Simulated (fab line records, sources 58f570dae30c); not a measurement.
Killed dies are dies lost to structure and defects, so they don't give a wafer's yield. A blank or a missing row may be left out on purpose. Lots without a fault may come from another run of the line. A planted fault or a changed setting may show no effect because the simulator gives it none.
One fault seen from 2 desks | flow berkeley_cmos170 | each desk has only its own numbers; what lay behind them comes last

THE METROLOGY DESK
What the gauges read, lot by lot, whatever tool the lot ran on: means of the sampled wafers that have a number. A lot is out of limits, marked OUT, if its mean lies more than 4 standard deviations from the usual mean; the brackets give that distance.
Columns: A = PSD_RS at UCB170_SDANNEAL_RS_MEAS_02, usual 75.5 ohm/sq; B = NSD_RS at UCB170_SDANNEAL_RS_MEAS_03, usual 37.62 ohm/sq; C = PLDD_RS at UCB170_SDANNEAL_RS_MEAS_04, usual 1031.6 ohm/sq; D = NLDD_RS at UCB170_SDANNEAL_RS_MEAS_05, usual 616.1 ohm/sq; E = SILICIDE_TI_RS at UCB170_SILICIDE_RS_MEAS_02, usual 25.9 ohm/sq; F = SILICIDE_TI_THK at UCB170_SILICIDE_THK_MEAS_03, usual 30.0 nm
lot  | first seen here | A    | B     | C      | D     | E    | F
L891 | day 9 06:48     | 74.8 | 37.62 | 1030.6 | 616.3 | 25.5 | 30.5
L894 | day 10 06:20    | 75.7 | 37.57 | 1033.9 | 617.5 | 25.6 | 30.3
L900 | day 11 02:40    | 75.8 | 37.56 | 1031.3 | 617.1 | 26.0 | 30.0
L899 | day 11 14:55    | 75.6 | 37.73 | 1032.2 | 616.1 | 25.9 | 30.0
L901 | day 11 15:23    | 75.0 | 37.72 | 1034.2 | 615.2 | 26.2 | 29.8
L903 | day 11 15:24    | 75.4 | 37.67 | 1034.0 | 617.7 | 25.8 | 30.1
L905 | day 12 22:35    | 76.1 | 37.81 | 1034.0 | 616.8 | 25.8 | 30.1
This desk's finding: nothing out of limits on any of the 7 lots.

THE TOOL OWNER'S DESK: rtp_anneal-01
The tool's own readings at UCB170_SILICIDE_RTA_04 (time 15.51 s): means of the sampled wafers that have a number, for each lot that ran on this tool. A lot is out of limits, marked OUT, if its mean lies more than 4 standard deviations from the usual mean; the brackets give that distance.
Columns: A = chamber_o2_ppm at UCB170_SILICIDE_RTA_04, usual 2.003; B = lamp_power_pct at UCB170_SILICIDE_RTA_04, usual 9.8 %; C = wafer_temp_C_max at UCB170_SILICIDE_RTA_04, usual 652.2
lot  | first seen here | A                        | B   | C
L894 | day 10 07:04    | 2.025                    | 9.3 | 651.0
L900 | day 11 03:25    | 61.989 (+99 or more) OUT | 9.3 | 651.4
L899 | day 11 15:40    | 61.993 (+99 or more) OUT | 9.3 | 652.0
L901 | day 11 16:08    | 62.010 (+99 or more) OUT | 9.3 | 652.1
This desk's finding: out of limits on L899, L900, L901; first on L900, day 11 03:25 (chamber_o2_ppm at UCB170_SILICIDE_RTA_04). In limits: L894.

PUT TOGETHER
The tool owner's desk could have raised an alarm at day 11 03:25, on L899, L900, L901.
The metrology desk saw nothing out of limits.
The metrology desk has L899, L900, L901 on record, within its limits.
Of the lots named, all ran UCB170_SILICIDE_RTA_04 on rtp_anneal-01.

WHAT THE SIMULATOR HAD PUT IN
Process parameter drift: rtp_anneal-01, from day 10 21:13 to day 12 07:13, at UCB170_SILICIDE_RTA_04. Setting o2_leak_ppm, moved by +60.
Lots struck among those shown: L899, L900, L901.
Hours from the fault's start to each desk's first reading out of limits: the tool owner's desk, 6.
